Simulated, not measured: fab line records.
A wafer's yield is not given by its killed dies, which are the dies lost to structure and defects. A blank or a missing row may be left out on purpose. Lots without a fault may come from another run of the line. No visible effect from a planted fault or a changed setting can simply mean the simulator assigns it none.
Which of the tools did it? | flow berkeley cmos170 | 13 lots, 39 wafers sampled, at 2 steps of a route of 331

WHAT EACH GAUGE READ, for each wafer
UCB170_START_THK_MEAS_03.
lot  | measured    | on            | START_OXIDE_THK (nm)
L848 | day 1 16:14 | film metro-03 | 20.3 20.1 20.3
L849 | day 1 21:59 | film metro-02 | 20.7 20.7 20.3
L851 | day 2 08:47 | film metro-01 | 20.7 21.0 20.9
L854 | day 2 22:04 | film metro-03 | 20.1 20.2 20.2
L853 | day 2 22:05 | film metro-01 | 20.4 20.2 20.5
L855 | day 3 05:40 | film metro-02 | 19.5 19.5 19.4
L856 | day 3 05:41 | film metro-03 | 20.1 19.7 20.1
L862 | day 4 14:48 | film metro-03 | 20.1 19.5 19.8
L865 | day 5 04:58 | film metro-03 | 20.2 20.1 20.0
L867 | day 5 15:19 | film metro-01 | 20.6 20.4 20.5
L869 | day 5 22:55 | film metro-02 | 20.2 19.9 20.3
L870 | day 6 05:36 | film metro-01 | 20.2 19.7 20.2
L871 | day 6 10:55 | film metro-03 | 19.9 19.9 20.3

UCB170_NWELL_THK_MEAS_05.
lot  | measured    | on            | NWELL_NITRIDE_THK (nm)
L848 | day 2 15:24 | film metro-01 | 227.7 225.6 226.4
L849 | day 3 02:26 | film metro-01 | 224.1 223.5 223.4
L851 | day 3 13:02 | film metro-04 | 220.2 221.8 220.5
L854 | day 3 21:35 | film metro-03 | 222.7 220.2 221.5
L853 | day 3 21:32 | film metro-04 | 221.3 220.1 221.7
L855 | day 3 21:32 | film metro-01 | 218.0 219.9 217.7
L856 | day 3 21:32 | film metro-03 | 223.5 223.5 223.9
L862 | day 5 16:19 | film metro-01 | 225.2 227.7 226.5
L865 | day 6 04:29 | film metro-01 | 226.6 224.6 225.8
L867 | day 6 14:22 | film metro-04 | 225.7 224.2 224.7
L869 | day 6 22:18 | film metro-03 | 222.4 222.4 222.8
L870 | day 7 02:14 | film metro-04 | 222.5 222.2 221.9
L871 | day 7 02:13 | film metro-03 | 225.7 225.0 223.7

TOOL THAT RAN EACH LOT (tool first, then ch and the chambers of the sampled wafers, then the start)
There is no process step in the record ahead of these readings.

AS READ BY THE TOOLS THEMSELVES (means over the sampled wafers that have a number; for cases with no such wafer, the mark the record gives instead)
The record holds no such reading with a usual standard deviation.

THE ANSWER, worked out from the rows above alone
Rule: the lots themselves supply what counts as usual. Put in order of their means at a reading, lots are off if they are a third of the lots or fewer, leave a main group of 4 or more, and stand apart from it by a gap of 3 or more times the standard deviation of the main group's means; of several such gaps the widest counts. If all means in a main group match to the digits the tables above print for the reading, that group is not used. Also off: a lot with no number at a reading for which 4 or more lots have one. All remaining lots with rows at the step are treated as sound. First the gauges in route order, then the tools' own readings, where a lot's mean is used as printed above. At the first step where some lot is off, the reading lying furthest off is the one used; lots without a number count as furthest.
No lot is off at any reading shown: from this, nothing can be told.

WHAT THE SIMULATOR HAD PUT IN
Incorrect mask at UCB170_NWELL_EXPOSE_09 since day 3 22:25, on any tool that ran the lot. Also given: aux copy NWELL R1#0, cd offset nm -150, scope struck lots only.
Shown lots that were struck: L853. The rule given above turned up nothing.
